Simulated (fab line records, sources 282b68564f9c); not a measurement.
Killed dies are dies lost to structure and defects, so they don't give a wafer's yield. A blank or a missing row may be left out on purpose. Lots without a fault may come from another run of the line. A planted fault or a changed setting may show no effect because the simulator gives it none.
Which tool did it? | flow rit_cmos | 14 lots, 42 wafers sampled, at 3 steps of a route of 202

WHAT THE GAUGES READ, wafer by wafer
RIT_SILICIDE_RS_MEAS_02: measures by four-point-probe. Usual: SILICIDE_TI_RS 47.8 ohm/sq, standard deviation 0.75.
lot  | measured    | on            | SILICIDE_TI_RS (ohm/sq) | flag
L138 | day 3 08:19 | film_metro-03 | 47.4 47.1 47.9          |
L139 | day 3 15:46 | film_metro-03 | 47.5 46.9 47.6          |
L140 | day 3 19:20 | film_metro-02 | 47.0 46.7 47.1          |
L141 | day 3 21:24 | film_metro-03 | 47.9 47.3 47.9          |
L142 | day 4 03:25 | film_metro-04 | 48.7 48.3 49.1          |
L143 | day 4 07:59 | film_metro-04 | 48.1 48.2 47.6          |
L146 | day 5 01:17 | film_metro-02 | 22.9 23.1 23.1          | OFF
L148 | day 5 06:14 | film_metro-03 | 23.5 23.5 23.5          | OFF
L153 | day 6 10:14 | film_metro-04 | 47.3 48.3 48.0          |
L155 | day 6 20:13 | film_metro-04 | 48.0 47.5 47.6          |
L157 | day 7 06:11 | film_metro-04 | 48.2 47.9 47.2          |
L159 | day 7 14:46 | film_metro-02 | 47.5 46.3 47.4          |
L160 | day 7 22:25 | film_metro-02 | 47.5 47.5 48.5          |
L161 | day 8 01:57 | film_metro-02 | 47.0 46.8 46.8          |

RIT_SILICIDE_THK_MEAS_03: measures by xrf. Usual: SILICIDE_TI_THK 30.0 nm, standard deviation 0.45.
lot  | measured    | on            | SILICIDE_TI_THK (nm) | flag
L138 | day 3 08:26 | film_metro-03 | 30.3 30.3 30.0       |
L139 | day 3 15:53 | film_metro-03 | 30.2 30.6 30.1       |
L140 | day 3 19:25 | film_metro-02 | 30.7 30.7 30.6       |
L141 | day 3 21:31 | film_metro-03 | 30.0 30.2 30.0       |
L142 | day 4 03:31 | film_metro-04 | 29.4 29.7 29.1       |
L143 | day 4 08:06 | film_metro-04 | 29.6 29.8 30.0       |
L146 | day 5 01:24 | film_metro-02 | 54.9 54.4 54.3       | OFF
L148 | day 5 06:22 | film_metro-03 | 53.2 53.1 53.3       | OFF
L153 | day 6 10:20 | film_metro-04 | 30.2 30.0 29.9       |
L155 | day 6 20:19 | film_metro-04 | 29.7 30.0 30.1       |
L157 | day 7 06:18 | film_metro-04 | 29.7 29.8 30.1       |
L159 | day 7 14:53 | film_metro-02 | 30.4 31.0 30.3       |
L160 | day 7 22:32 | film_metro-02 | 30.3 30.3 29.8       |
L161 | day 8 02:04 | film_metro-02 | 30.5 30.5 30.7       |

WHICH TOOL RAN EACH LOT (tool, then ch and the chambers of the sampled wafers, then the start)
lot  | RIT_SILICIDE_SPUTTER_01
L138 | pvd_sputter-01, day 3 08:10
L139 | pvd_sputter-02, day 3 15:37
L140 | pvd_sputter-01, day 3 19:07
L141 | pvd_sputter-02, day 3 21:15
L142 | pvd_sputter-01, day 4 03:14
L143 | pvd_sputter-03, day 4 07:50
L146 | pvd_sputter-01, day 5 01:08
L148 | pvd_sputter-01, day 5 06:05
L153 | pvd_sputter-03, day 6 10:04
L155 | pvd_sputter-03, day 6 20:02
L157 | pvd_sputter-03, day 7 06:02
L159 | pvd_sputter-03, day 7 14:37
L160 | pvd_sputter-01, day 7 22:16
L161 | pvd_sputter-03, day 8 01:47
- RIT_SILICIDE_SPUTTER_01: material Ti, target thk 30 nm, time 240 s.

WHAT THE TOOLS THEMSELVES READ (means of the sampled wafers that have a number; where no wafer has one, the mark that the record gives instead)
RIT_SILICIDE_SPUTTER_01. Usual: throttle_valve_pct 30.1 %, standard deviation 0.83.
lot  | tool           | throttle_valve_pct (%) | flag
L138 | pvd_sputter-01 | 30.0                   |
L139 | pvd_sputter-02 | 30.7                   |
L140 | pvd_sputter-01 | 30.6                   |
L141 | pvd_sputter-02 | 30.6                   |
L142 | pvd_sputter-01 | 29.7                   |
L143 | pvd_sputter-03 | 29.8                   |
L146 | pvd_sputter-01 | 29.8                   |
L148 | pvd_sputter-01 | 29.0                   |
L153 | pvd_sputter-03 | 30.5                   |
L155 | pvd_sputter-03 | 30.1                   |
L157 | pvd_sputter-03 | 30.7                   |
L159 | pvd_sputter-03 | 30.1                   |
L160 | pvd_sputter-01 | 30.5                   |
L161 | pvd_sputter-03 | 29.7                   |

THE ANSWER, worked out from the rows above alone
Rule: a lot is off if the mean of its wafers that have a number lies more than 3 standard deviations from the usual mean. A lot without any number at a reading at which 4 lots or more have one is off too. The other lots that the step has rows for count as sound. The gauges are gone through in route order, then the tools' own readings, and for those a lot's mean is taken as printed above. The first step at which some lot is off is used, and at that step the reading that is off furthest; a lot without a number counts as furthest.
Off: L146, L148, at RIT_SILICIDE_RS_MEAS_02 (SILICIDE_TI_RS).
A tool fits if, at a process step before that reading, it ran every lot that is off, and no sound lot after the first of them. The gauges at RIT_SILICIDE_RS_MEAS_02 are tried like those tools. None of those tried fits.

WHAT THE SIMULATOR HAD PUT IN
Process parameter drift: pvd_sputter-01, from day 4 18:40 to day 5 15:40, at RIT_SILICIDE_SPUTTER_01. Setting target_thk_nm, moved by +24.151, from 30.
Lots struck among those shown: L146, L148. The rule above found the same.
